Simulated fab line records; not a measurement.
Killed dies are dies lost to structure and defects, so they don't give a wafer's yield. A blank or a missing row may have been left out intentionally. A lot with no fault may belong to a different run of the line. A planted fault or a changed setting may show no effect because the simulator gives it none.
A struck lot beside a sound one :: flow rit_cmos :: 19 steps out of a route of 202
Sound: the wafers L519.2, L519.4, L519.6. Struck: wafers L534.2, L534.5 (left out: L534.1, a lot-mate that was not struck); the cause follows at the end.
Order at every step that has rows: each side's tool, ch and its chambers, its first start. Under that, the readings that differ: sound wafers :: struck wafers :: difference of the means :: sigmas: that difference in standard deviations of wafers without a fault.
alike: words and numbers the same on both sides, and readings whose means are apart by under 2 such deviations; not compared: readings that were withheld, readings missing a value for some wafer, numbers with overlapping values and no deviation given by the record, and bounds like >300 which may hide the same value.
A row with sigmas, a row that says differs or no value, or rows on one side alone: a step with any of these is where the two part. Numbers that don't overlap but have no deviation are shown without sigmas and don't part them. A reading that every wafer of one side lacks parts them only if that side has two wafers or more.

RIT_M1_SPUTTER_00: material Al, target thk 400 nm, time 500 s.
  sound on pvd_sputter-03, day 3 07:44; struck on pvd_sputter-04, day 6 15:55
  alike: throttle_valve_pct
RIT_M1_RS_MEAS_01: uses a four-point probe to measure.
  sound on film_metro-02, day 3 08:03; struck on film_metro-04, day 6 16:13
  alike: M1_AL_RS
RIT_M1_THK_MEAS_02: measures by xrf.
  sound on film_metro-02, day 3 08:10; struck on film_metro-04, day 6 16:20
  alike: M1_AL_THK
then, 6 steps without rows for these wafers: RIT_M1_HMDS_03 (prime time 60 s); RIT_M1_COAT_04 (resist thk 1300 nm); RIT_M1_SOFTBAKE_05 (time 60 s); RIT_M1_EXPOSE_06 (exposes mask M12, target cd 2600 nm); RIT_M1_PEB_07; RIT_M1_DEVELOP_08 (develop time 68 s).
RIT_M1_CD_MEAS_09 targets a cd of 2600 nm.
  sound on cd_sem-02, day 3 09:14; struck on cd_sem-02, day 6 17:16
  alike: cd_nm
RIT_M1_OVL_MEAS_10:
  sound on overlay-01, day 3 09:20; struck on overlay-02, day 6 17:23
  alike: M1_OVL
then, 1 step without rows for these wafers: RIT_M1_HARDBAKE_11 (time 120 s).
RIT_M1_METAL_ETCH_12: etches Al in Cl2/BCl3, stops on SiO2, time 165 s, target depth 600 nm.
  sound on rie_metal-03 ch 0,1, day 3 09:37; struck on rie_metal-03 ch 0, day 6 17:41
  alike: bcl3_flow_sccm, drypump_motor_current_A, oes_product_au, throttle_valve_pct
  not compared: rf_hours_counter_h
then, 1 step without rows for these wafers: RIT_M1_STRIP_13 (strips in nmp, time 600 s).
RIT_M1_STRIP_14: strips in O2, time 180 s.
  sound on plasma_asher-02 ch 0,1, day 3 09:58; struck on plasma_asher-02 ch 0,1, day 6 18:02
  alike: drypump_motor_current_A
  not compared: rf_hours_counter_h
RIT_M1_CD_MEAS_90 targets a cd of 2600 nm.
  sound on cd_sem-02, day 3 10:09; struck on cd_sem-01, day 6 18:13
  alike: cd_nm
then, 1 step without rows for these wafers: RIT_M1_ANNEAL_15 (time 1800 s).
RIT_M1_BOW_MEAS_16:
  sound on film_metro-02, day 3 11:46; struck on film_metro-03, day 6 19:50
  alike: M1_BOW
RIT_M1_PROBE_99:
  sound on prober-01, day 3 11:55; struck on prober-02, day 6 20:00
reading: killed_at_M0_to_M3
sound: 0 0 0
struck: 2 5
difference: +4
sigmas: 
  alike: defect_limited_yield, killed_at_front_end, killed_dies, killed_open, killed_short, sort_bin_3_pad_short, sort_bin_5_function, sort_bin_6_memory, sort_n_pass, sort_yield_pct
  not compared: model.etest.tester.sort_n_pass, model.etest.tester.sort_yield_pct, model.etest.tester.sort_bin_5_pct

== WHERE THEY PART ==
Nowhere in this record.

WHY: whatever the simulator had introduced
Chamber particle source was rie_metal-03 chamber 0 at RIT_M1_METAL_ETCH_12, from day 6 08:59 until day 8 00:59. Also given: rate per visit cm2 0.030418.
